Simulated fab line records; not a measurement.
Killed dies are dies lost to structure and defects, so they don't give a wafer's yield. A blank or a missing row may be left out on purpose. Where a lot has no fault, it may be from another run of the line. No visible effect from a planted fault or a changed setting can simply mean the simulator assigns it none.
Split-lot study || flow berkeley cmos170 || on a route of 331 steps: 5 lots, 23 wafers read

## THE SPLIT
At UCB170_NSD_STRIP_09 (strips in O2), the setting power w was moved away from the recipe's 400 W on 11 of the 23 wafers read, by -8.4% to +11.3%. This setting was run at the recipe's value on the other wafers.

The reading comes from the split's own step.

## THE READING
oes product au, in a.u., at UCB170_NSD_STRIP_09 (strips in O2). A value of 0.534 a.u. with a standard deviation of 0.0049 a.u. is what fault-free wafers of this fab line usually give.

{"wafer": "L074.3", "tool, chamber at the split": "plasma asher-02, 0", "power w as run, W": 400, "against the recipe": "recipe", "oes product au, a.u.": 0.548, "against lot-mates on the recipe": "-"}
{"wafer": "L074.4", "tool, chamber at the split": "plasma asher-02, 1", "power w as run, W": 400, "against the recipe": "recipe", "oes product au, a.u.": 0.534, "against lot-mates on the recipe": "-"}
{"wafer": "L074.5", "tool, chamber at the split": "plasma asher-02, 1", "power w as run, W": 400, "against the recipe": "recipe", "oes product au, a.u.": 0.534, "against lot-mates on the recipe": "-"}
{"wafer": "L075.2", "tool, chamber at the split": "plasma asher-01, 0", "power w as run, W": 400, "against the recipe": "recipe", "oes product au, a.u.": 0.541, "against lot-mates on the recipe": "-"}
{"wafer": "L075.3", "tool, chamber at the split": "plasma asher-01, 0", "power w as run, W": 400, "against the recipe": "recipe", "oes product au, a.u.": 0.531, "against lot-mates on the recipe": "-"}
{"wafer": "L075.4", "tool, chamber at the split": "plasma asher-01, 1", "power w as run, W": 445.2, "against the recipe": "+11.3%", "oes product au, a.u.": 0.554, "against lot-mates on the recipe": "+0.020"}
{"wafer": "L075.5", "tool, chamber at the split": "plasma asher-01, 1", "power w as run, W": 445.2, "against the recipe": "+11.3%", "oes product au, a.u.": 0.555, "against lot-mates on the recipe": "+0.021"}
{"wafer": "L075.6", "tool, chamber at the split": "plasma asher-01, 0", "power w as run, W": 400, "against the recipe": "recipe", "oes product au, a.u.": 0.530, "against lot-mates on the recipe": "-"}
{"wafer": "L076.1", "tool, chamber at the split": "plasma asher-02, 0", "power w as run, W": 400, "against the recipe": "recipe", "oes product au, a.u.": 0.533, "against lot-mates on the recipe": "-"}
{"wafer": "L076.3", "tool, chamber at the split": "plasma asher-02, 1", "power w as run, W": 420.5, "against the recipe": "+5.1%", "oes product au, a.u.": 0.536, "against lot-mates on the recipe": "+0.002"}
{"wafer": "L076.4", "tool, chamber at the split": "plasma asher-02, 0", "power w as run, W": 400, "against the recipe": "recipe", "oes product au, a.u.": 0.534, "against lot-mates on the recipe": "-"}
{"wafer": "L076.5", "tool, chamber at the split": "plasma asher-02, 0", "power w as run, W": 420.5, "against the recipe": "+5.1%", "oes product au, a.u.": 0.544, "against lot-mates on the recipe": "+0.010"}
{"wafer": "L076.6", "tool, chamber at the split": "plasma asher-02, 1", "power w as run, W": 420.5, "against the recipe": "+5.1%", "oes product au, a.u.": 0.542, "against lot-mates on the recipe": "+0.008"}
{"wafer": "L081.1", "tool, chamber at the split": "plasma asher-02, 0", "power w as run, W": 400, "against the recipe": "recipe", "oes product au, a.u.": 0.539, "against lot-mates on the recipe": "-"}
{"wafer": "L081.2", "tool, chamber at the split": "plasma asher-02, 1", "power w as run, W": 400, "against the recipe": "recipe", "oes product au, a.u.": 0.535, "against lot-mates on the recipe": "-"}
{"wafer": "L081.4", "tool, chamber at the split": "plasma asher-02, 1", "power w as run, W": 420, "against the recipe": "+5.0%", "oes product au, a.u.": 0.547, "against lot-mates on the recipe": "+0.010"}
{"wafer": "L081.5", "tool, chamber at the split": "plasma asher-02, 1", "power w as run, W": 420, "against the recipe": "+5.0%", "oes product au, a.u.": 0.551, "against lot-mates on the recipe": "+0.014"}
{"wafer": "L081.6", "tool, chamber at the split": "plasma asher-02, 0", "power w as run, W": 420, "against the recipe": "+5.0%", "oes product au, a.u.": 0.540, "against lot-mates on the recipe": "+0.003"}
{"wafer": "L083.1", "tool, chamber at the split": "plasma asher-01, 1", "power w as run, W": 366.4, "against the recipe": "-8.4%", "oes product au, a.u.": 0.515, "against lot-mates on the recipe": -0.021}
{"wafer": "L083.2", "tool, chamber at the split": "plasma asher-01, 0", "power w as run, W": 366.4, "against the recipe": "-8.4%", "oes product au, a.u.": 0.510, "against lot-mates on the recipe": -0.026}
{"wafer": "L083.3", "tool, chamber at the split": "plasma asher-01, 0", "power w as run, W": 366.4, "against the recipe": "-8.4%", "oes product au, a.u.": 0.520, "against lot-mates on the recipe": -0.016}
{"wafer": "L083.5", "tool, chamber at the split": "plasma asher-01, 0", "power w as run, W": 400, "against the recipe": "recipe", "oes product au, a.u.": 0.532, "against lot-mates on the recipe": "-"}
{"wafer": "L083.6", "tool, chamber at the split": "plasma asher-01, 1", "power w as run, W": 400, "against the recipe": "recipe", "oes product au, a.u.": 0.541, "against lot-mates on the recipe": "-"}

FIT RESULTS
A straight line over all 23 wafers: oes product au changes by +0.00195 a.u. for each +1% of power w; r = +0.89; the points scatter about the line by 0.0052 a.u.
The same after taking each lot's own level away (the mean of its wafers on the recipe; 23 wafers): +0.00208 a.u. for each +1%; r = +0.92; scatter 0.0047 a.u.
Per that fit: largest power w move, reading shift of 0.023 a.u.
Across the lots, their own levels run from 0.5335 to 0.5387 a.u., a range of 1.1 times the standard deviation given above.
So the lot-to-lot level changes the slope little: the two slopes agree.
Check: +0.0226 a.u. against its lot-mates is what the line predicts for one of the wafers moved furthest among these (+11.3%) when that wafer is left out of the fit. It came out at +0.02 a.u. against them.
Tool readings at the split's step, against how far the setting was moved: oes product au r = +0.89; strip time to endpoint s r = -1.00.

## THESE WAFERS: OTHER SPLITS
These wafers also went through other splits before the reading. Each is held against what the fit with the lots' levels taken away leaves over:
{"other split on the same wafers": "UCB170_NWELL_CVD_04 pressure mtorr", "wafers away from the commonest value": 15, "r with oes product au (lot level and that fit taken away)": -0.04}
{"other split on the same wafers": "UCB170_NWELL_PEB_10 peb temp c", "wafers away from the commonest value": 7, "r with oes product au (lot level and that fit taken away)": "+0.01"}
{"other split on the same wafers": "UCB170_PWELL_IMPLANT_15 dose cm2", "wafers away from the commonest value": 8, "r with oes product au (lot level and that fit taken away)": "+0.11"}
{"other split on the same wafers": "UCB170_ACTIVE_COAT_08 resist thk nm", "wafers away from the commonest value": 9, "r with oes product au (lot level and that fit taken away)": "+0.04"}
{"other split on the same wafers": "UCB170_ACTIVE_SOFTBAKE_09 time s", "wafers away from the commonest value": 10, "r with oes product au (lot level and that fit taken away)": "+0.18"}
{"other split on the same wafers": "UCB170_NVT_IMPLANT_07 energy kev", "wafers away from the commonest value": 9, "r with oes product au (lot level and that fit taken away)": "+0.13"}
{"other split on the same wafers": "UCB170_PLDD_COAT_01 spin rpm", "wafers away from the commonest value": 4, "r with oes product au (lot level and that fit taken away)": -0.10}
{"other split on the same wafers": "UCB170_PSD_EXPOSE_03 dose mj", "wafers away from the commonest value": 7, "r with oes product au (lot level and that fit taken away)": "+0.15"}
{"other split on the same wafers": "UCB170_PSD_IMPLANT_08 dose cm2", "wafers away from the commonest value": 8, "r with oes product au (lot level and that fit taken away)": -0.03}

## THE WHOLE CHAIN: every reading that the file lists as answering this split, in the file's order
{"step": "UCB170_NSD_STRIP_09", "what it does": "strips in O2", "reading": "oes product au", "change (the file's fit)": "+0.00201 a.u. for each +1% of the setting", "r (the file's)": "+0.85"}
{"step": "UCB170_NSD_STRIP_09", "what it does": "strips in O2", "reading": "strip time to endpoint s", "change (the file's fit)": "withheld for each +1% of the setting", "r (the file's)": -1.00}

## THE FILE'S OWN FIT
oes product au changes by +0.00201 a.u. for each +1% of power w, r = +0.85.
